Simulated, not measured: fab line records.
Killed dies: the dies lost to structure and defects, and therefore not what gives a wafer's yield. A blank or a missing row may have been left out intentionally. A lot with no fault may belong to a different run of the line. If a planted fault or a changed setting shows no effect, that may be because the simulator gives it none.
A lot that was struck, set against a sound lot :: flow berkeleyCmos170 :: 16 steps out of a route of 331
Sound: these wafers, L137.1, L137.2, L137.6. Struck: wafers L147.1, L147.6. (L147.2 of the same lot was not struck and is left out.) The cause comes at the end.
Per side, at each step with rows, come the tool, then ch with its chambers, and then its first start. Under that, the readings that differ: sound wafers :: struck wafers :: difference of the means :: sigmas: that difference in standard deviations of wafers without a fault.
alike: readings whose means differ by less than 2 such deviations, and words and numbers that are the same on both sides. not compared: withheld readings, readings that some wafer has no value for, bounds like >300 that may hide the same value, and numbers for which the record gives no deviation and whose values overlap.
A row with sigmas, a row that says differs or no value, or rows on one side alone: a step with any of these is where the two part. Non-overlapping numbers with no deviation appear without sigmas and do not part them. A reading missing from all wafers of one side parts the sides only when that side holds two or more wafers.

first, 1 step without rows for these wafers: UCB170_PWELL_OXIDATION_02 (target thk 26.4 nm, ox time 1260 s).
UCB170_PWELL_THK_MEAS_03:
  struck on filmMetro-01, day 5 10:09; sound on filmMetro-03, day 3 14:07
  alike: PWELL_OXIDE_THK
then, 2 steps without rows for these wafers: UCB170_PWELL_ANNEAL_04 (time 900 s); UCB170_PWELL_CVD_05 (deposits Si3N4 from SiH2Cl2/NH3, target thk 220 nm, time 3300 s).
UCB170_PWELL_THK_MEAS_06:
  struck on filmMetro-03, day 5 17:19; sound on filmMetro-01, day 3 19:00
  alike: PWELL_NITRIDE_THK
then, 6 steps without rows for these wafers: UCB170_PWELL_HMDS_07 (prime time 60 s); UCB170_PWELL_COAT_08 (resist thk 900 nm); UCB170_PWELL_SOFTBAKE_09 (time 60 s); UCB170_PWELL_EXPOSE_10 (exposes mask PWELL, target cd 3000 nm); UCB170_PWELL_PEB_11; UCB170_PWELL_DEVELOP_12 (develop time 45 s).
UCB170_PWELL_OVL_MEAS_13:
  struck on overlay-01, day 5 19:14; sound on overlay-01, day 3 20:56
  alike: PWELL_OVL
UCB170_PWELL_ETCH_14: etches Si3N4 in CH3F/Ar/O2, stops on SiO2, target depth 242 nm, time 151 s.
  sound on rieDiel-04 ch 1,3, day 3 20:58; struck on rieDiel-01 ch 0, day 5 19:17
reading: oesProductAu (a.u.)
sound: 0.940 0.925 0.937
struck: 0.868 0.871
difference: -0.065
sigmas: -4

reading: model.KrF_of_PWELL_COAT_08.thkNm (nm)
sound: 717.4 723.3 724.1
struck: 759.6 762.8
difference: +39.6
sigmas: 

reading: model.etch.depthNm (nm)
sound: 223 223.3 222.5
struck: 189.8 187.3
difference: -34.4
sigmas: 
  alike: O2_flow_sccm, drypumpMotorCurrentA, throttleValvePct
  not compared: rfHoursCounterH
following that, these wafers have no rows for 1 step: UCB170_PWELL_IMPLANT_15.
UCB170_PWELL_STRIP_16: strips in O2.
  sound on plasmaAsher-03 ch 0,1, day 3 21:13; struck on plasmaAsher-03 ch 0, day 5 19:32
reading: stripTimeToEndpointS (s)
sound: 17.92 18.05 18.07
struck: 18.93 18.99
difference: +0.95
sigmas: +11
  alike: drypumpMotorCurrentA, oesProductAu
  not compared: rfHoursCounterH
UCB170_PWELL_TW_MEAS_17:
  struck on filmMetro-03, day 5 19:38; sound on filmMetro-04, day 3 21:19
  alike: PWELL_TW

== WHERE THEY PART ==
Last at UCB170_PWELL_STRIP_16 as far as this record goes, first at UCB170_PWELL_ETCH_14. Later steps at which nothing parts them and some readings are alike: UCB170_PWELL_TW_MEAS_17.

WHY: the cause the simulator had injected
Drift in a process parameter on rieDiel-01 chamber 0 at UCB170_PWELL_ETCH_14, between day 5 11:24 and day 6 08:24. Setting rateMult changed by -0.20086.
